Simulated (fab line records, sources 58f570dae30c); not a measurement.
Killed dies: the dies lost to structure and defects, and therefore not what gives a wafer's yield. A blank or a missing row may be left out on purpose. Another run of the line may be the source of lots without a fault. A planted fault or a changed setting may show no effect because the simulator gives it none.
A lot that was struck, set against a sound lot    flow berkeley-cmos170    15 out of 331 route steps
Sound: wafers L582.1, L582.2, L582.6. The struck wafers were L594.1, L594.3, L594.5. The cause is named last.
At each step with rows: each side's tool, then ch and its chambers, then its first start. Under that, the readings that differ: sound wafers    struck wafers    difference of the means    sigmas: that difference in standard deviations of wafers without a fault.
alike: readings whose means differ by less than 2 such deviations, and words and numbers that are the same on both sides. not compared: withheld readings, readings that some wafer has no value for, bounds like >300 that may hide the same value, and numbers for which the record gives no deviation and whose values overlap.
A row with sigmas, a row that says differs or no value, or rows on one side alone: a step with any of these is where the two part. Numbers that don't overlap but have no deviation are shown without sigmas and don't part them. A reading missing from all wafers of one side parts the sides only when that side holds two or more wafers.

UCB170_M1_SPUTTER_00: material Al, target thk 600 nm, time 80 s.
  sound on pvd-sputter-04 at day 7 19:38; struck on pvd-sputter-01 at day 10 12:54
  alike: throttle-valve-pct
UCB170_M1_RS_MEAS_01: the measuring method here is four-point-probe.
  sound on film-metro-03 at day 7 19:41; struck on film-metro-01 at day 10 12:58
  alike: M1_AL_RS
UCB170_M1_THK_MEAS_02: measures by xrf.
  sound on film-metro-03 at day 7 19:49; struck on film-metro-01 at day 10 13:05
  alike: M1_AL_THK
then, 6 steps without rows for these wafers: UCB170_M1_COAT_03; UCB170_M1_COAT_04 (resist thk 900 nm); UCB170_M1_SOFTBAKE_05 (time 60 s); UCB170_M1_EXPOSE_06 (exposes mask METAL1, target cd 700 nm); UCB170_M1_PEB_07; UCB170_M1_DEVELOP_08 (develop time 45 s).
UCB170_M1_CD_MEAS_09: target cd 700 nm.
  sound on cd-sem-02 at day 7 21:56; struck on cd-sem-02 at day 10 14:08
  alike: cd-nm
UCB170_M1_OVL_MEAS_10:
  sound on overlay-01 at day 7 22:03; struck on overlay-01 at day 10 14:16
  alike: M1_OVL
UCB170_M1_ETCH_11: etches BARC in N2/H2.
  sound on rie-diel-03 ch 0,1, day 7 22:05; struck on rie-diel-02 ch 1,2,3, day 10 14:17
  alike: drypump-motor-current-A, oes-product-au, throttle-valve-pct
UCB170_M1_METAL_ETCH_12: etches Al in Cl2/BCl3, stops on PSG, target depth 780 nm, time 130 s.
  sound on rie-metal-03 ch 0,1, day 7 22:08; struck on rie-metal-02 ch 0,1, day 10 14:20
reading                              sound              struck             difference  sigmas
oes-product-au (a.u.)                0.878 0.860 0.873  0.832 0.843 0.826  -0.037      -2
model.KrF_of_M1_COAT_04.thk-nm (nm)  440.3 428.1 434.7  521.4 525.3 522.8  +88.8       
model.M1.cd-nm (nm)                  703.4 700.8 701.8  704 707.6 705.3    +4          
  alike: drypump-motor-current-A, throttle-valve-pct
  not compared: rf-hours-counter-h
UCB170_M1_STRIP_13: strips in O2.
  sound on plasma-asher-03 ch 0,1, day 7 22:16; struck on plasma-asher-02 ch 0,1, day 10 14:28
  alike: drypump-motor-current-A, oes-product-au
  not compared: rf-hours-counter-h
UCB170_M3_PROBE_99:
  sound on prober-02 at day 8 13:18; struck on prober-02 at day 11 04:53
reading                                         sound                        struck                        difference  sigmas
model.etest.m1-comb-over-steps.leak-log10-a-um  -12.79 -12.77 -12.9          -5.175 -4.83 -5.002           +7.818      
model.etest.ring.quiet-log10-a (angstrom)       -8.632 -8.695 -8.737         -3.348 -2.905 -3.12           +5.564      
model.etest.antenna-m1.vt-shift-v (V)           -0.01007 -0.01439 -0.008435  -0.006752 -0.00311 -0.003425  +0.006536   

== WHERE THEY PART ==
Only at UCB170_M1_METAL_ETCH_12, within this record. Later steps at which nothing parts them and some readings are alike: UCB170_M1_STRIP_13.

WHY: what the simulator had put in
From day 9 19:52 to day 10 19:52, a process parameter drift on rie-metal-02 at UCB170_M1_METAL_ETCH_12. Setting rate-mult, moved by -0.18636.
